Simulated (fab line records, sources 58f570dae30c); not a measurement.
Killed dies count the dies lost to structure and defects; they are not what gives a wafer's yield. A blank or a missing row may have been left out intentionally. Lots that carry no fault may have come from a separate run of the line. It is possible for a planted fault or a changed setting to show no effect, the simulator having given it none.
Lot-split experiment || flow berkeleyCmos170 || 23 wafers read across 5 lots, on a route 331 steps long

THE SPLIT
At UCB170_V1_PEB_10, the setting pebTempC was moved away from the recipe's 130 C on 7 of the 23 wafers read, by -2.6% to -1.5%. The other wafers ran this setting at the recipe's value.

FROM THE SPLIT TO THE READING: what the file shows between them, 4 steps
- UCB170_V1_DEVELOP_11: develop time 45 s
- UCB170_V1_CD_MEAS_12: target cd 700 nm
- UCB170_V1_ETCH_14: etches SiO2 in CHF3/CF4/Ar, stops on Al, target depth 1250 nm, time 291 s
- UCB170_V1_STRIP_15: strips in O2

THE READING
At UCB170_V1_CD_MEAS_90: cdNm in nanometres, against a target cd of 700 nm. A value of 700.6 nm with a standard deviation of 1.4 nm is what fault-free wafers of this fab line usually give.

{"wafer": "L074.1", "tool, chamber at the split": "lithoTrack-02, 0", "pebTempC as run, C": 130, "against the recipe": "recipe", "cdNm, nm": 698.8, "against lot-mates on the recipe": "-"}
{"wafer": "L074.2", "tool, chamber at the split": "lithoTrack-02, 0", "pebTempC as run, C": 130, "against the recipe": "recipe", "cdNm, nm": 702.0, "against lot-mates on the recipe": "-"}
{"wafer": "L074.3", "tool, chamber at the split": "lithoTrack-02, 0", "pebTempC as run, C": 130, "against the recipe": "recipe", "cdNm, nm": 700.6, "against lot-mates on the recipe": "-"}
{"wafer": "L080.2", "tool, chamber at the split": "lithoTrack-02, 0", "pebTempC as run, C": 130, "against the recipe": "recipe", "cdNm, nm": 701.1, "against lot-mates on the recipe": "-"}
{"wafer": "L080.3", "tool, chamber at the split": "lithoTrack-02, 0", "pebTempC as run, C": 130, "against the recipe": "recipe", "cdNm, nm": 702.8, "against lot-mates on the recipe": "-"}
{"wafer": "L080.4", "tool, chamber at the split": "lithoTrack-02, 0", "pebTempC as run, C": 126.9, "against the recipe": "-2.4%", "cdNm, nm": 677.0, "against lot-mates on the recipe": -24.5}
{"wafer": "L080.5", "tool, chamber at the split": "lithoTrack-02, 0", "pebTempC as run, C": 130, "against the recipe": "recipe", "cdNm, nm": 700.6, "against lot-mates on the recipe": "-"}
{"wafer": "L080.6", "tool, chamber at the split": "lithoTrack-02, 0", "pebTempC as run, C": 126.9, "against the recipe": "-2.4%", "cdNm, nm": 677.3, "against lot-mates on the recipe": -24.2}
{"wafer": "L076.1", "tool, chamber at the split": "lithoTrack-03, 0", "pebTempC as run, C": 130, "against the recipe": "recipe", "cdNm, nm": 699.4, "against lot-mates on the recipe": "-"}
{"wafer": "L076.2", "tool, chamber at the split": "lithoTrack-03, 0", "pebTempC as run, C": 130, "against the recipe": "recipe", "cdNm, nm": 700.7, "against lot-mates on the recipe": "-"}
{"wafer": "L076.3", "tool, chamber at the split": "lithoTrack-03, 0", "pebTempC as run, C": 130, "against the recipe": "recipe", "cdNm, nm": 703.9, "against lot-mates on the recipe": "-"}
{"wafer": "L076.4", "tool, chamber at the split": "lithoTrack-03, 0", "pebTempC as run, C": 130, "against the recipe": "recipe", "cdNm, nm": 701.2, "against lot-mates on the recipe": "-"}
{"wafer": "L076.5", "tool, chamber at the split": "lithoTrack-03, 0", "pebTempC as run, C": 130, "against the recipe": "recipe", "cdNm, nm": 704.5, "against lot-mates on the recipe": "-"}
{"wafer": "L079.1", "tool, chamber at the split": "lithoTrack-03, 0", "pebTempC as run, C": 130, "against the recipe": "recipe", "cdNm, nm": 701.3, "against lot-mates on the recipe": "-"}
{"wafer": "L079.2", "tool, chamber at the split": "lithoTrack-03, 0", "pebTempC as run, C": 130, "against the recipe": "recipe", "cdNm, nm": 700.2, "against lot-mates on the recipe": "-"}
{"wafer": "L079.3", "tool, chamber at the split": "lithoTrack-03, 0", "pebTempC as run, C": 130, "against the recipe": "recipe", "cdNm, nm": 700.2, "against lot-mates on the recipe": "-"}
{"wafer": "L079.4", "tool, chamber at the split": "lithoTrack-03, 0", "pebTempC as run, C": 128, "against the recipe": "-1.5%", "cdNm, nm": 686.2, "against lot-mates on the recipe": -14.4}
{"wafer": "L079.6", "tool, chamber at the split": "lithoTrack-03, 0", "pebTempC as run, C": 128, "against the recipe": "-1.5%", "cdNm, nm": 685.9, "against lot-mates on the recipe": -14.7}
{"wafer": "L081.1", "tool, chamber at the split": "lithoTrack-03, 0", "pebTempC as run, C": 126.6, "against the recipe": "-2.6%", "cdNm, nm": 675.4, "against lot-mates on the recipe": -23.8}
{"wafer": "L081.2", "tool, chamber at the split": "lithoTrack-03, 0", "pebTempC as run, C": 126.6, "against the recipe": "-2.6%", "cdNm, nm": 675.8, "against lot-mates on the recipe": -23.4}
{"wafer": "L081.3", "tool, chamber at the split": "lithoTrack-03, 0", "pebTempC as run, C": 126.6, "against the recipe": "-2.6%", "cdNm, nm": 670.6, "against lot-mates on the recipe": -28.5}
{"wafer": "L081.4", "tool, chamber at the split": "lithoTrack-03, 0", "pebTempC as run, C": 130, "against the recipe": "recipe", "cdNm, nm": 700.3, "against lot-mates on the recipe": "-"}
{"wafer": "L081.5", "tool, chamber at the split": "lithoTrack-03, 0", "pebTempC as run, C": 130, "against the recipe": "recipe", "cdNm, nm": 698.0, "against lot-mates on the recipe": "-"}

THE FIT
A straight line over all 23 wafers: cdNm changes by +10.2 nm for each +1% of pebTempC; r = +0.99; the points scatter about the line by 1.7 nm.
The same after taking each lot's own level away (the mean of its wafers on the recipe; 23 wafers): +9.8 nm for each +1%; r = +0.99; scatter 1.5 nm.
On that fit, the largest move of pebTempC shifts the reading by 26 nm.
The lots' own levels span 699.15 to 701.94 nm, that is 2.0 times the standard deviation above.
The two slopes agree, so the slope changes little with the lot-to-lot level.
Check: for one of the wafers moved furthest among these (-2.6%), held out of the fit, the line's prediction against its lot-mates is -26 nm. Against them it came out at -23.8 nm.

THESE WAFERS: OTHER SPLITS
Before the reading, these wafers also passed through other splits. Each is held against what the fit with the lots' levels taken away leaves over:
{"other split on the same wafers": "UCB170_CONTACT_PEB_13 pebTempC", "wafers away from the commonest value": 8, "r with cdNm (lot level and that fit taken away)": "+0.26"}
{"other split on the same wafers": "UCB170_M1_COAT_04 spinRpm", "wafers away from the commonest value": 9, "r with cdNm (lot level and that fit taken away)": "+0.17"}
{"other split on the same wafers": "UCB170_V1_COAT_07 resistThkNm", "wafers away from the commonest value": 7, "r with cdNm (lot level and that fit taken away)": -0.24}

THE WHOLE CHAIN: every reading that the file lists as answering this split, in the file's order
{"step": "UCB170_V1_CD_MEAS_12", "what it does": "target cd 700 nm", "reading": "cdNm", "change (the file's fit)": "+9.75 nm for each +1% of the setting", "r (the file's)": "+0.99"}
{"step": "UCB170_V1_ETCH_14", "what it does": "etches SiO2 in CHF3/CF4/Ar, stops on Al, target depth 1250 nm, time 291 s", "reading": "V1.cdNm (the simulator's own value, which no gauge read)", "change (the file's fit)": "+9.82 nm for each +1% of the setting", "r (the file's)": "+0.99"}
{"step": "UCB170_V1_CD_MEAS_90", "what it does": "target cd 700 nm", "reading": "cdNm", "change (the file's fit)": "+9.83 nm for each +1% of the setting", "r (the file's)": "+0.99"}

THE FILE'S OWN FIT
cdNm changes by +9.83 nm for each +1% of pebTempC, r = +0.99.
